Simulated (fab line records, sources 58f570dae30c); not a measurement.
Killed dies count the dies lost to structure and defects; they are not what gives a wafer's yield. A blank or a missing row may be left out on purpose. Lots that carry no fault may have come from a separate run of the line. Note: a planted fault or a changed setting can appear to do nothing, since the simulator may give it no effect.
A struck lot beside a sound one / flow berkeley-cmos170 / 16 steps out of a route of 331
Sound: these wafers, L679.2, L679.3, L679.4. Wafers struck: L671.1, L671.3, L671.5. The cause comes at the end.
At each step with rows: each side's tool, then ch and its chambers, then its first start. Under that, the readings that differ: sound wafers / struck wafers / difference of the means / sigmas: that difference in standard deviations of wafers without a fault.
alike: words and numbers the same on both sides, and readings whose means are apart by under 2 such deviations; not compared: readings that were withheld, readings missing a value for some wafer, numbers with overlapping values and no deviation given by the record, and bounds like >300 which may hide the same value.
Wherever a step has rows on one side only, a row that says differs or no value, or a row with sigmas, the two part there. Numbers that don't overlap but have no deviation are shown without sigmas and don't part them. Lack of a reading on every wafer of one side parts them only where that side has two or more wafers.

first, 2 steps without rows for these wafers: UCB170_M2_COAT_05 (resist thk 900 nm); UCB170_M2_SOFTBAKE_06 (time 60 s).
UCB170_M2_STRIP_07: strips in O2.
  sound on plasma-asher-01 ch 0,1, day 12 05:16; struck on plasma-asher-02 ch 0,1, day 9 17:58
  alike: drypump-motor-current-A, oes-product-au, strip-time-to-endpoint-s
  not compared: rf-hours-counter-h
then, 7 steps without rows for these wafers: UCB170_M2_STRIP_08 (strips KrF in DMSO, time 600 s); UCB170_M2_COAT_09; UCB170_M2_COAT_10 (resist thk 900 nm); UCB170_M2_SOFTBAKE_11 (time 60 s); UCB170_M2_EXPOSE_12 (exposes mask METAL2, target cd 700 nm); UCB170_M2_PEB_13; UCB170_M2_DEVELOP_14 (develop time 45 s).
UCB170_M2_CD_MEAS_15: target cd 700 nm.
  sound: cd-sem-02 at day 12 06:34; struck: cd-sem-01 at day 9 19:14
  alike: cd-nm
UCB170_M2_OVL_MEAS_16:
  sound: overlay-02 at day 12 06:41; struck: overlay-01 at day 9 19:22
  alike: M2_OVL
UCB170_M2_ETCH_17: etches BARC in N2/H2.
  sound on rie-diel-02 ch 0,1,3, day 12 06:43; struck on rie-diel-04 ch 1,2,3, day 9 19:24
  no value came back on the struck wafers for any of 5 readings (bias-w (W), chamber-pressure-mTorr (mTorr) and others); on the sound wafers bias-w (W) reads 100.0 99.6 99.9
UCB170_M2_METAL_ETCH_18: etches Al in Cl2/BCl3, stops on SiO2, target depth 1170 nm, time 195 s.
  sound on rie-metal-03 ch 0,1, day 12 06:45; struck on rie-metal-04 ch 0,1, day 9 19:26
reading=oes-product-au (a.u.); sound=0.858 0.863 0.854; struck=0.383 0.374 0.372; difference=-0.482; sigmas=-60
  alike: bcl3-flow-sccm, bias-w, drypump-motor-current-A, throttle-valve-pct
  not compared: rf-hours-counter-h
UCB170_M2_STRIP_19: strips in O2.
  sound on plasma-asher-01 ch 0,1, day 12 06:56; struck on plasma-asher-01 ch 0,1, day 9 19:38
  alike: drypump-motor-current-A, oes-product-au
  not compared: rf-hours-counter-h
UCB170_M2_CD_MEAS_90: target cd 700 nm.
  sound: cd-sem-02 at day 12 07:04; struck: cd-sem-01 at day 9 19:44
reading=cd-nm (nm); sound=694 694 693; struck=- - -; difference=no value on the struck wafers; sigmas=

== WHERE THEY PART ==
Earliest at UCB170_M2_ETCH_17; latest, in this record, at UCB170_M2_CD_MEAS_90.

WHY: what had been put in by the simulator
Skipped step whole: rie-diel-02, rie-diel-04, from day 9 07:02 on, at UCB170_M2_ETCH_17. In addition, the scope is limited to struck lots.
